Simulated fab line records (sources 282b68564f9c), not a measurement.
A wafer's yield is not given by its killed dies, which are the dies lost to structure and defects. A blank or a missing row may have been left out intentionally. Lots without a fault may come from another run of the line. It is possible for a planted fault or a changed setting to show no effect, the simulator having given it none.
Which of the tools did it? ; flow rit-cmos ; 7 lots with 21 wafers sampled at 3 steps, on a route of 202 steps

## WHAT EACH GAUGE READ, for each wafer
RIT_PLDD_TW_MEAS_10.
lot;measured;on;PLDD_TW
L503;day 3 07:37;film-metro-01;2369 2376 2371
L509;day 5 05:19;film-metro-04;2547 2535 2531
L511;day 5 17:26;film-metro-04;2343 2336 2348
L513;day 6 04:16;film-metro-01;2378 2364 2366
L521;day 7 10:21;film-metro-04;2349 2343 2347
L523;day 7 20:05;film-metro-01;2377 2381 2373
L525;day 8 00:22;film-metro-01;2375 2383 2377

## TOOL THAT RAN EACH LOT (tool first, then ch and the chambers of the sampled wafers, then the start)
lot;RIT_GATE_STRIP_20;RIT_PLDD_IMPLANT_08
L503;plasma-asher-04 ch 0,1, day 2 23:37;implanter-03 ch 0, day 3 07:19
L509;plasma-asher-03 ch 0,1, day 4 18:40;implanter-03 ch 0, day 5 05:01
L511;plasma-asher-03 ch 0,1, day 5 06:35;implanter-01 ch 0, day 5 17:08
L513;plasma-asher-03 ch 0,1, day 5 17:31;implanter-04 ch 0, day 6 03:56
L521;plasma-asher-04 ch 0,1, day 7 00:47;implanter-01 ch 0, day 7 10:02
L523;plasma-asher-03 ch 0,1, day 7 12:29;implanter-01 ch 0, day 7 19:46
L525;plasma-asher-03 ch 1, day 7 16:26;implanter-04 ch 0, day 8 00:04
- RIT_GATE_STRIP_20: strips in O2, time 180 s.
- RIT_PLDD_IMPLANT_08

## THE ANSWER, worked out from the rows above alone
Rule: usual is defined by the lots themselves. The widest of any qualifying gaps counts: lots, ordered by their means at a reading, are off when they make up no more than a third of the lots, leave a main group of 4 or more, and stand apart from it by 3 or more times the standard deviation of that group's means. The tables above print the reading to a certain number of digits; a main group whose means all agree to those digits is not used. Also off: a lot with no number at a reading for which 4 or more lots have one. Where the step has rows for the other lots, those lots are counted as sound.
Off: at RIT_PLDD_TW_MEAS_10 (PLDD_TW), L509. The main group: mean 2364, standard deviation 14.
A tool fits if, at a process step before that reading, it ran every lot that is off, and no sound lot after the first of them. Those tools and the gauges at RIT_PLDD_TW_MEAS_10 are tried in the same way. One fits: RIT_PLDD_IMPLANT_08 on implanter-03. Its last sound lot is L503 (day 3 07:19), its first lot that is off L509 (day 5 05:01): a fault that began between those two fits.

## WHAT THE SIMULATOR PUT IN
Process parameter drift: implanter-03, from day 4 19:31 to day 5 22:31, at RIT_PLDD_IMPLANT_08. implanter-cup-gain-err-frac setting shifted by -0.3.
Shown lots that were struck: L509. This agrees with what the rule above found.
